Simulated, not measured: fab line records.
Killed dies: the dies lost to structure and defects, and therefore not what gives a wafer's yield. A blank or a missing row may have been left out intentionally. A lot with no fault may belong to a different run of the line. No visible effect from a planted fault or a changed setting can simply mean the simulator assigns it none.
fab line records | flow berkeleyCmos170
[record] lots = 6 | wafers = 18 | lastDay = 12
route steps=331 shown M3@315
lots with no fault: from the same line, run without faults
startH: hours from the record's first day to the start of the lot's first wafer shown | waitH: hours elapsed since this lot's preceding step | " same as the row above | L1.1+2: one row covering several wafers at once | - value missing, or start not given | * or withheld: withheld | < > ~ a bound
route shown NAME@n: a module of which the file shows steps, and the number in the route of the first | usual: the fault-free wafers' mean and standard deviation | same: alike in all rows | chamber/n: place in a boat | sites: the reading at each site | _std_site: standard deviation across them | _edge_site: outer sites' mean less inner sites' | radiusMm: how far each site lies from the wafer's centre | mask NAME#n: copy n | behind: tool/chamber where the wafer was last shaped | hold: why the lot was held/for how many hours/how that ended | device: names the non-switching transistor (n, p or np) | end of line: tests run on the same wafers once the route is complete | for a step that has no rows: nothing shown but its recipe | killed: not the wafer's yield, but the dies lost to structure and defects at the first sort | map: shows each die of a wafer: x if killed, . if not, _ if none is there
set.NAME: the setting the step ran with; set.NAME@STEP: the setting that earlier step ran with | model.NAME: the simulator's own value behind a step, which no gauge read
certain route steps with their lots: each step a table, each wafer a row
services: the hour from which a tool's chamber was out of use, counted from the record's first day as startH (under 0 if before that day), plus the number of hours and why
[[steps]]
[step UCB170_M3_SOFTBAKE_06]
[recipe] resist = KrF | tempC = 130 | timeS = 60
[step UCB170_M3_STRIP_07]
[recipe] chemistry = O2 | powerW = 400 | pressureMtorr = 3500 | platenTempC = withheld | o2FlowSccm = 400 | overashFraction = 0.5
[usual] drypumpMotorCurrentA = 6.0/0.5 | oesProductAu = 0.734/0.0044 | stripTimeToEndpointS = 21.99/0.049
lot.wafer | tool           | chamber | startH | waitH | drypumpMotorCurrentA | oesProductAu | rfHoursCounterH | stripTimeToEndpointS
L891.3    | plasmaAsher-01 | 0       | 190.19 | 0.1   | 6.1                  | 0.733        | -               | 21.95
L891.4    | "              | 1       | "      | "     | 6.3                  | 0.732        | -               | 21.95
L891.5    | "              | 1       | "      | "     | 6.3                  | 0.731        | -               | 22.02
L892.2    | plasmaAsher-01 | 0       | 198.26 | 0.1   | 6.1                  | 0.730        | 50              | 21.98
L892.5    | "              | 0       | "      | "     | 6.1                  | 0.732        | -               | 21.98
L892.6    | "              | 1       | "      | "     | 6.3                  | 0.729        | -               | 22.02
L898.1    | plasmaAsher-02 | 1       | 232.77 | 0.1   | 6.3                  | 0.730        | 12              | 21.95
L898.3    | "              | 1       | "      | "     | 6.3                  | 0.729        | -               | 21.94
L898.5    | "              | 1       | "      | "     | 6.3                  | 0.729        | -               | 21.97
L901.1    | plasmaAsher-02 | 1       | 249.87 | 0.1   | 6.3                  | 0.732        | 14              | 21.97
L901.3    | "              | 0       | "      | "     | 6.3                  | 0.733        | -               | 21.98
L901.4    | "              | 1       | "      | "     | 6.3                  | 0.735        | -               | 21.96
L903.3    | plasmaAsher-04 | 0       | 264.57 | 0.1   | 6.3                  | 0.730        | -               | 22.01
L903.4    | "              | 1       | "      | "     | 4.8                  | 0.740        | -               | 21.97
L903.5    | "              | 1       | "      | "     | 4.8                  | 0.735        | -               | 21.90
L909.1    | plasmaAsher-01 | 0       | 285.37 | 0.1   | 6.1                  | 0.736        | 61              | 22.06
L909.2    | "              | 1       | "      | "     | 6.3                  | 0.738        | 61              | 21.98
L909.5    | "              | 1       | "      | "     | 6.3                  | 0.733        | -               | 22.01
[step UCB170_M3_STRIP_08]
[recipe] chemistry = DMSO | tempC = 80 | timeS = 600 | material = KrF
[step UCB170_M3_COAT_09]
[recipe] resist = BARC | tempC = withheld | timeS = withheld | spinRpm = 3000 | resistThkNm = withheld
[step UCB170_M3_COAT_10]
[recipe] resist = KrF | spinRpm = 1500 | resistThkNm = 900
[step UCB170_M3_SOFTBAKE_11]
[recipe] resist = KrF | tempC = 130 | timeS = 60
[step UCB170_M3_EXPOSE_12]
[recipe] maskId = METAL3 | targetCdNm = 700 | na = 0.5 | sigmaOuter = 0.6 | sourceShape = conventional | doseMj = 26.3
[step UCB170_M3_PEB_13]
[recipe] pebTempC = 130 | pebTimeS = withheld | resist = KrF
[step UCB170_M3_DEVELOP_14]
[recipe] developer = TMAH | developTimeS = 45 | resist = KrF | devTempC = 21
[step UCB170_M3_CD_MEAS_15]
[recipe] targetCdNm = 700
[usual] cdNm = 700.1/1.4
lot.wafer | tool     | chamber | startH | waitH | cdNm
L891.3    | cdSem-02 | -       | 191.44 | -     | 699.3
L891.4    | "        | -       | "      | "     | 699.5
L891.5    | "        | -       | "      | "     | 699.4
L892.2    | cdSem-01 | -       | 199.81 | -     | 702.8
L892.5    | "        | -       | "      | "     | 701.8
L892.6    | "        | -       | "      | "     | 703.3
L898.1    | cdSem-01 | -       | 235.22 | -     | 698.7
L898.3    | "        | -       | "      | "     | 697.6
L898.5    | "        | -       | "      | "     | 698.1
L901.1    | cdSem-02 | -       | 252.05 | -     | 701.1
L901.3    | "        | -       | "      | "     | 703.2
L901.4    | "        | -       | "      | "     | 702.8
L903.3    | cdSem-02 | -       | 266.25 | -     | 699.9
L903.4    | "        | -       | "      | "     | 698.8
L903.5    | "        | -       | "      | "     | 699.5
L909.1    | cdSem-02 | -       | 288.29 | -     | 701.0
L909.2    | "        | -       | "      | "     | 700.1
L909.5    | "        | -       | "      | "     | 702.2
[step UCB170_M3_OVL_MEAS_16]
[usual] M3_OVL = -2/5.2
lot.wafer | tool       | chamber | startH | waitH | M3_OVL[nm]
L891.3    | overlay-01 | -       | 191.53 | 0.1   | -3
L891.4    | "          | -       | "      | "     | 0
L891.5    | "          | -       | "      | "     | -10
L892.2    | overlay-02 | -       | 199.92 | 0.1   | 3
L892.5    | "          | -       | "      | "     | -11
L892.6    | "          | -       | "      | "     | -1
L898.1    | overlay-02 | -       | 235.34 | 0.1   | -9
L898.3    | "          | -       | "      | "     | -5
L898.5    | "          | -       | "      | "     | -8
L901.1    | overlay-02 | -       | 252.17 | 0.1   | -5
L901.3    | "          | -       | "      | "     | -5
L901.4    | "          | -       | "      | "     | -13
L903.3    | overlay-01 | -       | 266.34 | 0.1   | -4
L903.4    | "          | -       | "      | "     | -4
L903.5    | "          | -       | "      | "     | 0
L909.1    | overlay-02 | -       | 288.41 | 0.1   | 2
L909.2    | "          | -       | "      | "     | 4
L909.5    | "          | -       | "      | "     | 2
[step UCB170_M3_ETCH_17]
[recipe] chemistry = N2/H2 | targetDepthA = withheld | overetchA = withheld | target = BARC | timeS = withheld | sourceW = 500 | biasW = 100 | pressureMtorr = 30 | n2FlowSccm = 100 | h2FlowSccm = 200
[usual] drypumpMotorCurrentA = 5.58/0.27 | n2FlowSccm = 100.02/0.28 | oesProductAu = 1.002/0.026 | throttleValvePct = 13.27/0.22
lot.wafer | tool       | chamber | startH | waitH | drypumpMotorCurrentA | n2FlowSccm | oesProductAu | throttleValvePct
L891.3    | rieDiel-01 | 3       | 191.55 | 0.0   | 5.47                 | 99.63      | 0.964        | 12.92
L891.4    | "          | 1       | "      | "     | 5.18                 | 100.02     | 1.002        | 12.99
L891.5    | "          | 3       | "      | "     | 5.47                 | 99.65      | 0.969        | 12.92
L892.2    | rieDiel-04 | 0       | 199.95 | 0.0   | 5.44                 | 99.75      | 0.995        | 13.24
L892.5    | "          | 1       | "      | "     | 5.72                 | 99.78      | 0.959        | 13.37
L892.6    | "          | 3       | "      | "     | 5.23                 | 100.27     | 1.026        | 13.32
L898.1    | rieDiel-04 | 2       | 235.38 | 0.0   | 5.15                 | 100.15     | 0.998        | 13.35
L898.3    | "          | 3       | "      | "     | 5.23                 | 100.19     | 1.034        | 13.30
L898.5    | "          | 1       | "      | "     | 5.73                 | 100.04     | 0.954        | 13.35
L901.1    | rieDiel-02 | 0       | 252.20 | 0.0   | 5.64                 | 100.08     | 1.028        | 13.24
L901.3    | "          | 2       | "      | "     | 5.67                 | 99.66      | 1.012        | 13.20
L901.4    | "          | 2       | "      | "     | 5.62                 | 100.08     | 1.022        | 13.20
L903.3    | rieDiel-02 | 2       | 266.37 | 0.0   | 5.67                 | 100.03     | 1.021        | 13.21
L903.4    | "          | 3       | "      | "     | 5.90                 | 99.89      | 1.005        | 13.27
L903.5    | "          | 3       | "      | "     | 5.93                 | 100.27     | 1.001        | 13.28
L909.1    | rieDiel-01 | 3       | 288.45 | 0.0   | 5.48                 | 100.48     | 0.978        | 12.94
L909.2    | "          | 0       | "      | "     | 5.56                 | 99.75      | 1.023        | 13.74
L909.5    | "          | 0       | "      | "     | 5.58                 | 100.10     | 1.017        | 13.75
[step UCB170_M3_METAL_ETCH_18]
[recipe] chemistry = Cl2/BCl3 | target = Al | stopOn = SiO2 | pressureMtorr = 12 | targetDepthA = 11700 | overEtchFrac = 0.3 | timeS = 195 | icpW = 600 | biasW = 120 | Cl2_flow_sccm = 90 | bcl3FlowSccm = 45
[usual] drypumpMotorCurrentA = 6.3/0.35 | heBacksideLeakSccm = 3.28/0.21 | oesProductAu = 0.846/0.012 | throttleValvePct = 24.5/0.4
lot.wafer | tool        | chamber | startH | waitH | drypumpMotorCurrentA | heBacksideLeakSccm | oesProductAu | rfHoursCounterH | throttleValvePct | model.KrF_of_M3_COAT_10.thkNm | model.M3.featureDepthNm | model.etch.depthNm
L891.3    | rieMetal-03 | 0       | 191.66 | -     | 5.7                  | 3.81               | 0.852        | -               | 23.7             | 257                           | 980.4                   | 928.3
L891.4    | "           | 1       | "      | "     | 6.6                  | 3.04               | 0.849        | -               | 24.4             | 218.5                         | 971.8                   | 916.3
L891.5    | "           | 1       | "      | "     | 6.6                  | 3.13               | 0.857        | -               | 24.4             | 217.1                         | 983.6                   | 928.2
L892.2    | rieMetal-01 | 0       | 199.99 | -     | 6.1                  | 2.99               | 0.829        | 0               | 25.0             | 241.5                         | 939.1                   | 885.9
L892.5    | "           | 0       | "      | "     | 6.2                  | 3.45               | 0.846        | -               | 25.0             | 253.5                         | 949.9                   | 897.6
L892.6    | "           | 1       | "      | "     | 6.6                  | 3.18               | 0.822        | -               | 24.6             | 204.9                         | 949.2                   | 890.5
L898.1    | rieMetal-01 | 1       | 235.42 | -     | 6.6                  | 3.25               | 0.815        | 4               | 24.6             | 379.3                         | 878.2                   | 878.2
L898.3    | "           | 0       | "      | "     | 6.1                  | 3.14               | 0.810        | -               | 25.0             | 408                           | 825.7                   | 825.7
L898.5    | "           | 0       | "      | "     | 6.1                  | 3.34               | 0.809        | -               | 25.0             | 412                           | 825.4                   | 825.4
L901.1    | rieMetal-01 | 0       | 252.24 | -     | 6.1                  | 3.11               | 0.800        | 1               | 25.0             | 408.2                         | 824.4                   | 824.4
L901.3    | "           | 1       | "      | "     | 6.6                  | 3.29               | 0.810        | -               | 24.6             | 377.4                         | 872.3                   | 872.3
L901.4    | "           | 0       | "      | "     | 6.2                  | 3.09               | 0.803        | -               | 25.0             | 409.8                         | 816                     | 816
L903.3    | rieMetal-02 | 0       | 266.47 | -     | 5.9                  | 3.06               | 0.851        | -               | 24.8             | 189.1                         | 957                     | 898.2
L903.4    | "           | 1       | "      | "     | 6.7                  | 3.04               | 0.857        | -               | 24.4             | 241.8                         | 966.7                   | 912.8
L903.5    | "           | 1       | "      | "     | 6.7                  | 3.35               | 0.862        | -               | 24.5             | 246.6                         | 974.9                   | 921.2
L909.1    | rieMetal-03 | 1       | 288.49 | -     | 6.6                  | 3.17               | 0.842        | 4               | 24.5             | 224                           | 944.5                   | 889.8
L909.2    | "           | 0       | "      | "     | 5.7                  | 3.62               | 0.846        | 14              | 23.7             | 249.2                         | 959.1                   | 907.3
L909.5    | "           | 1       | "      | "     | 6.6                  | 3.28               | 0.849        | -               | 24.4             | 222.6                         | 967.6                   | 912.7
[step UCB170_M3_STRIP_19]
[recipe] chemistry = O2 | powerW = 400 | pressureMtorr = 3500 | platenTempC = withheld | o2FlowSccm = 400 | overashFraction = 0.5
[usual] drypumpMotorCurrentA = 6.0/0.56 | oesProductAu = 0.557/0.024
lot.wafer | tool           | chamber | startH | waitH | drypumpMotorCurrentA | oesProductAu | rfHoursCounterH
L891.3    | plasmaAsher-04 | 1       | 191.82 | 0.1   | 4.8                  | 0.587        | -
L891.4    | "              | 0       | "      | "     | 6.4                  | 0.549        | -
L891.5    | "              | 0       | "      | "     | 6.4                  | 0.554        | -
L892.2    | plasmaAsher-01 | 0       | 200.18 | 0.1   | 6.1                  | 0.577        | 50
L892.5    | "              | 0       | "      | "     | 6.0                  | 0.584        | -
L892.6    | "              | 1       | "      | "     | 6.2                  | 0.531        | -
L898.1    | plasmaAsher-02 | 0       | 235.61 | 0.1   | 6.3                  | 0.707        | 12
L898.3    | "              | 1       | "      | "     | 6.3                  | 0.720        | -
L898.5    | "              | 1       | "      | "     | 6.3                  | 0.714        | -
L901.1    | plasmaAsher-01 | 1       | 252.43 | 0.1   | 6.2                  | 0.728        | 56
L901.3    | "              | 0       | "      | "     | 6.1                  | 0.712        | -
L901.4    | "              | 1       | "      | "     | 6.3                  | 0.719        | -
L903.3    | plasmaAsher-01 | 1       | 266.63 | 0.1   | 6.2                  | 0.517        | -
L903.4    | "              | 0       | "      | "     | 6.1                  | 0.572        | -
L903.5    | "              | 1       | "      | "     | 6.3                  | 0.578        | -
L909.1    | plasmaAsher-01 | 1       | 288.68 | 0.1   | 6.3                  | 0.565        | 61
L909.2    | "              | 0       | "      | "     | 6.1                  | 0.583        | 61
L909.5    | "              | 0       | "      | "     | 6.1                  | 0.551        | -
[step UCB170_M3_CD_MEAS_90]
[recipe] targetCdNm = 700
[usual] cdNm = 702/4.6
lot.wafer | tool     | chamber | startH | waitH | cdNm
L891.3    | cdSem-02 | -       | 191.92 | 0.1   | 698
L891.4    | "        | -       | "      | "     | 708
L891.5    | "        | -       | "      | "     | 706
L892.2    | cdSem-02 | -       | 200.30 | 0.1   | 708
L892.5    | "        | -       | "      | "     | 708
L892.6    | "        | -       | "      | "     | 704
L898.1    | cdSem-01 | -       | 235.71 | 0.1   | 708
L898.3    | "        | -       | "      | "     | 714
L898.5    | "        | -       | "      | "     | 716
L901.1    | cdSem-02 | -       | 252.53 | 0.1   | 716
L901.3    | "        | -       | "      | "     | 716
L901.4    | "        | -       | "      | "     | 719
L903.3    | cdSem-02 | -       | 266.74 | 0.1   | 696
L903.4    | "        | -       | "      | "     | 693
L903.5    | "        | -       | "      | "     | 693
L909.1    | cdSem-02 | -       | 288.78 | 0.1   | 703
L909.2    | "        | -       | "      | "     | 707
L909.5    | "        | -       | "      | "     | 704
[step UCB170_M3_BOW_MEAS_20]
[recipe] mode = bow
[usual] M3_BOW = 35/6.8
lot.wafer | tool         | chamber | startH | waitH | M3_BOW[um]
L891.3    | filmMetro-02 | -       | 192.04 | 0.1   | 39
L891.4    | "            | -       | "      | "     | 40
L891.5    | "            | -       | "      | "     | 46
L892.2    | filmMetro-03 | -       | 200.42 | 0.1   | 35
L892.5    | "            | -       | "      | "     | 23
L892.6    | "            | -       | "      | "     | 19
L898.1    | filmMetro-02 | -       | 235.83 | 0.1   | 38
L898.3    | "            | -       | "      | "     | 38
L898.5    | "            | -       | "      | "     | 39
L901.1    | filmMetro-04 | -       | 252.65 | 0.1   | 33
L901.3    | "            | -       | "      | "     | 22
L901.4    | "            | -       | "      | "     | 36
L903.3    | filmMetro-02 | -       | 266.86 | 0.1   | 26
L903.4    | "            | -       | "      | "     | 32
L903.5    | "            | -       | "      | "     | 41
L909.1    | filmMetro-04 | -       | 288.90 | 0.1   | 37
L909.2    | "            | -       | "      | "     | 30
L909.5    | "            | -       | "      | "     | 51
[step UCB170_M3_PROBE_99]
lot.wafer  | tool      | chamber | startH | waitH | model.etest.antennaM2.overLimit | model.etest.antennaM2.short | model.etest.antennaM3.short | model.etest.antennaM3.overLimit
L891.3+4+5 | prober-01 | -       | 192.22 | 0.2   | 0                               | 0                           | 0                           | 0
L892.2+5+6 | prober-02 | -       | 200.57 | 0.1   | 0                               | 0                           | 0                           | 0
L898.1+3+5 | prober-02 | -       | 235.95 | 0.1   | 1                               | 1                           | 1                           | 1
L901.1+3+4 | prober-02 | -       | 252.77 | 0.1   | 1                               | 1                           | 1                           | 1
L903.3+4+5 | prober-01 | -       | 267.04 | 0.2   | 0                               | 0                           | 0                           | 0
L909.1+2+5 | prober-01 | -       | 289.02 | 0.1   | 0                               | 0                           | 0                           | 0
// killed by level:class
L891.3 SPACER:geometricParticle:short=1 V1:geometricParticle:open=1
L891.4 M2:geometricParticle:short=2 START:geometricParticle:short=1 SCREENOX:geometricParticle:short=1 SPACER:geometricParticle:open=1
L891.5 GATE:geometricParticle:short=2 SILICIDE:geometricParticle:open=1 SILICIDE:geometricParticle:short=1
L892.5 M3:geometricParticle:short=2 SCREENOX:geometricParticle:open=1 GATE:geometricParticle:open=1 SPACER:geometricParticle:short=1 V1:geometricParticle:open=1 M2:geometricParticle:short=1
L892.6 SCREENOX:geometricParticle:open=1 SILICIDE:geometricParticle:short=1 V1:geometricParticle:short=1
L903.3 M1:geometricParticle:short=2 WELLDRIVE:geometricParticle:open=1 FIELD:geometricParticle:short=1 GATE:geometricParticle:open=1 CONTACT:geometricParticle:open=1
L903.4 GATE:geometricParticle:short=1
L903.5 WELLDRIVE:geometricParticle:short=1 GATE:geometricParticle:short=1 SILICIDE:geometricParticle:short=1 M1:geometricParticle:short=1 V1:geometricParticle:short=1
L909.1 SACOX:geometricParticle:open=1 GATE:geometricParticle:open=1 GATE:geometricParticle:short=1 V2:geometricParticle:short=1
L909.2
L909.5 SPACER:geometricParticle:short=1 SILICIDE:geometricParticle:short=1 V1:geometricParticle:open=1
[[services]]
tool           | chamber | startH | hours | kind
rieDiel-04     | 2       | 188.48 | -     | clean
rieDiel-04     | 2       | 188.48 | 15.8  | scheduledDown
rieDiel-04     | 2       | 188.48 | 15.8  | ventCycle
rieMetal-01    | -       | 208.89 | 0.6   | repair
rieDiel-01     | 0       | 213.30 | 2.4   | repair
rieDiel-04     | 2       | 219.09 | 7.4   | repair
rieDiel-02     | 0       | 224.40 | -     | clean
rieDiel-02     | 0       | 224.40 | 23.6  | scheduledDown
rieDiel-02     | 0       | 224.40 | 23.6  | ventCycle
plasmaAsher-01 | -       | 239.62 | 2.4   | repair
rieDiel-02     | 3       | 248.81 | -     | clean
rieDiel-02     | 3       | 248.81 | 17.5  | scheduledDown
rieDiel-02     | 3       | 248.81 | 17.5  | ventCycle
rieDiel-04     | 0       | 254.83 | 13.4  | repair
plasmaAsher-02 | -       | 258.69 | 19.1  | repair
rieMetal-03    | 0       | 269.34 | 1.3   | repair
rieMetal-01    | 1       | 284.98 | 5.9   | repair
[[key]]
[firstSign] step = UCB170_M3_METAL_ETCH_18 | reading = oesProductAu | direction = down | sigmas = 3.2 | usual = 0.846 | struck = 0.808
[effect] step = UCB170_M3_STRIP_19 | reading = oesProductAu | direction = up | sigmas = 6.6 | usual = 0.557 | struck = 0.717
[effect] step = UCB170_M3_CD_MEAS_90 | reading = cdNm | direction = up | sigmas = 2.9 | usual = 702 | struck = 715
[modelEffect] step = UCB170_M3_METAL_ETCH_18 | value = KrF_of_M3_COAT_10.thkNm | without = 226.8 | struck = 399.1
[modelEffect] step = UCB170_M3_PROBE_99 | value = etest.antennaM2.overLimit | without = 0 | struck = 1
metAt UCB170_M3_METAL_ETCH_18
struckWafers L898.1,L898.3,L898.5,L901.1,L901.3,L901.4
laterRowsLeftOut L898.1,L898.3,L898.5,L901.1,L901.3,L901.4
sortLeftOut L898.1,L898.3,L898.5,L901.1,L901.3,L901.4
onsetBetween 199.99 235.42
alsoFits UCB170_M3_STRIP_07:plasmaAsher-02
[fault] kind = processParameterDrift | tool = rieMetal-01 | chamber = - | onsetH = 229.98 | steps = UCB170_M3_METAL_ETCH_18 | channel = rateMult | offset = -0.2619 | shape = step | endH = 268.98
// sortLeftOut: the simulated sort isn't trusted on such a fault, so these wafers' sort isn't shown, and their yield isn't known
// laterRowsLeftOut: the simulator's readings of these wafers behind a module that went badly wrong aren't trusted and aren't shown, but for the sort
